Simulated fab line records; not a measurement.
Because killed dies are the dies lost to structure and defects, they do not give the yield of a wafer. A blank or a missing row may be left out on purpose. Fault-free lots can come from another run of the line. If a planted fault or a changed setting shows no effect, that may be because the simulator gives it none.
The same fault as seen by 2 desks + flow rit_cmos + every desk sees just its own numbers, and what lay behind them comes last

== FOR THE TOOL OWNER'S DESK: rie_metal-04 ==
The tool's own readings at RIT_M1_METAL_ETCH_12 (etches Al in Cl2/BCl3, stops on SiO2, time 165 s, target depth 600 nm): means of the sampled wafers that have a number, for each lot that ran on this tool. A lot is out of limits, marked OUT, if its mean lies more than 4 standard deviations from the usual mean; the brackets give that distance.
Columns: A = drypump_motor_current_A at RIT_M1_METAL_ETCH_12, usual 5.9 A; B = he_backside_leak_sccm at RIT_M1_METAL_ETCH_12, usual 3.4 sccm; C = oes_product_au at RIT_M1_METAL_ETCH_12, usual 0.772 a.u.; D = throttle_valve_pct at RIT_M1_METAL_ETCH_12, usual 8.26 %
| lot  | first seen here | A   | B   | C                | D    |
|------|-----------------|-----|-----|------------------|------|
| L354 | day 3 13:43     | 5.7 | 3.5 | 0.773            | 8.28 |
| L360 | day 4 22:27     | 5.5 | 3.4 | 0.681 (-7.6) OUT | 8.33 |
| L363 | day 5 08:52     | 5.7 | 3.5 | 0.728            | 8.28 |
Finding of this desk: L360 out of limits; the first was L360 at day 4 22:27, on oes_product_au at RIT_M1_METAL_ETCH_12. L354, L363 stayed within limits.

== AT THE METROLOGY DESK ==
Means of the sampled wafers that have a number, per lot and without regard to the tool the lot ran on: this is what the gauges read. A lot is out of limits, marked OUT, if its mean lies more than 4 standard deviations from the usual mean; the brackets give that distance.
Columns: A = PLDD_RS at RIT_SDANNEAL_RS_MEAS_06, usual 178.4 ohm/sq; B = CONTACT_OVL at RIT_CONTACT_OVL_MEAS_09, usual 0.5 nm; C = cd_nm at RIT_M1_CD_MEAS_90, usual 2599.2 nm
| lot  | first seen here | A     | B    | C      |
|------|-----------------|-------|------|--------|
| L353 | day 3 01:17     | 177.9 | -0.3 | 2599.1 |
| L354 | day 3 08:42     | 178.6 | -0.5 | 2603.6 |
| L355 | day 3 13:13     | 178.3 | 2.4  | 2598.0 |
| L360 | day 4 17:41     | 179.0 | -0.9 | 2591.5 |
| L363 | day 5 03:47     | 178.9 | -0.5 | 2595.5 |
| L365 | day 5 12:59     | 178.8 | -0.3 | 2599.9 |
| L367 | day 6 00:46     | 178.9 | 2.3  | 2599.5 |
| L368 | day 6 05:15     | 179.5 | 0.1  | 2599.7 |
| L370 | day 6 17:11     | 178.4 | -1.3 | 2599.9 |
| L372 | day 7 01:20     | 178.5 | 0.1  | 2600.1 |
| L373 | day 7 09:37     | 178.9 | 1.3  | 2595.9 |
| L375 | day 7 17:41     | 178.8 | -0.1 | 2600.4 |
| L376 | day 7 23:20     | 178.2 | 2.8  | 2596.3 |
Finding of this desk: none of the 13 lots has anything out of limits.

== TAKEN TOGETHER ==
At day 4 22:27, on L360, the tool owner's desk was in a position to raise an alarm.
From the metrology desk's view, nothing was out of limits.
The metrology desk has L360 on record, within its limits.
RIT_M1_METAL_ETCH_12 was run on rie_metal-04 by each of the lots named.

== WHAT THE SIMULATOR HAD PUT IN ==
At RIT_M1_METAL_ETCH_12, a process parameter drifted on rie_metal-04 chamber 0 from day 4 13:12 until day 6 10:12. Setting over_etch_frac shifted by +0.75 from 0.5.
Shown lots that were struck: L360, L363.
Delay in hours, fault start to first out-of-limits reading, by desk: the tool owner's desk at 9.
